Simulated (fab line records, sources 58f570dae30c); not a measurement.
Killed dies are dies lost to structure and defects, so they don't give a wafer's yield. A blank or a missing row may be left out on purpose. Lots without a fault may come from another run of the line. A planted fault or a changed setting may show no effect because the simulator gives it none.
Which tool did it? | flow berkeley_cmos170 | 12 lots, 36 wafers sampled, at 2 steps of a route of 331

WHAT THE GAUGES READ, wafer by wafer
UCB170_GATE_THK_MEAS_05.
lot  | measured     | on            | GATE_POLY_THK (nm)
L322 | day 7 01:18  | film_metro-02 | 218.2 215.7 216.7
L323 | day 7 01:17  | film_metro-04 | 212.2 212.1 212.2
L324 | day 7 16:39  | film_metro-03 | 384.0 383.2 384.8
L325 | day 7 16:40  | film_metro-04 | 387.2 386.4 386.7
L326 | day 8 04:11  | film_metro-02 | 213.0 215.2 213.5
L335 | day 10 04:04 | film_metro-02 | 214.7 214.7 214.8
L336 | day 10 04:05 | film_metro-04 | 211.7 210.0 211.5
L341 | day 11 11:35 | film_metro-04 | 211.7 213.5 213.3
L342 | day 11 11:35 | film_metro-02 | 214.4 211.3 213.0
L343 | day 11 20:38 | film_metro-04 | 218.9 215.8 216.7
L344 | day 11 20:37 | film_metro-02 | 214.1 215.1 214.2
L345 | day 12 06:40 | film_metro-03 | 214.1 213.7 213.8

WHICH TOOL RAN EACH LOT (tool, then ch and the chambers of the sampled wafers, then the start)
lot  | UCB170_GATE_CVD_04
L322 | lpcvd-02 ch 1, day 6 23:53
L323 | lpcvd-02 ch 1, day 6 23:53
L324 | lpcvd-02 ch 1, day 7 15:15
L325 | lpcvd-02 ch 1, day 7 15:15
L326 | lpcvd-01 ch 0, day 8 02:46
L335 | lpcvd-01 ch 1, day 10 02:40
L336 | lpcvd-01 ch 1, day 10 02:40
L341 | lpcvd-01 ch 1, day 11 10:11
L342 | lpcvd-01 ch 1, day 11 10:11
L343 | lpcvd-02 ch 0, day 11 18:31
L344 | lpcvd-02 ch 0, day 11 18:31
L345 | lpcvd-02 ch 1, day 12 04:32
- UCB170_GATE_CVD_04: deposits poly-Si from SiH4, time 1440 s, target thk 214 nm.

WHAT THE TOOLS THEMSELVES READ (means of the sampled wafers that have a number; where no wafer has one, the mark that the record gives instead)
The record holds no such reading with a usual standard deviation.

THE ANSWER, worked out from the rows above alone
Rule: what is usual is taken from the lots themselves. Put in order of their means at a reading, lots are off if they are a third of the lots or fewer, leave a main group of 4 or more, and stand apart from it by a gap of 3 or more times the standard deviation of the main group's means; of several such gaps the widest counts. A main group whose means are all the same, to the digits that the tables above print for the reading, isn't used. A lot without any number at a reading at which 4 lots or more have one is off too. The other lots that the step has rows for count as sound. The gauges are gone through in route order, then the tools' own readings, and for those a lot's mean is taken as printed above. The first step at which some lot is off is used, and at that step the reading that is off furthest; a lot without a number counts as furthest.
Off: L324, L325, at UCB170_GATE_THK_MEAS_05 (GATE_POLY_THK). The main group: mean 214.0 nm, standard deviation 1.8.
A tool fits if, at a process step before that reading, it ran every lot that is off, and no sound lot after the first of them. The gauges at UCB170_GATE_THK_MEAS_05 are tried like those tools. None of those tried fits.

WHAT THE SIMULATOR HAD PUT IN
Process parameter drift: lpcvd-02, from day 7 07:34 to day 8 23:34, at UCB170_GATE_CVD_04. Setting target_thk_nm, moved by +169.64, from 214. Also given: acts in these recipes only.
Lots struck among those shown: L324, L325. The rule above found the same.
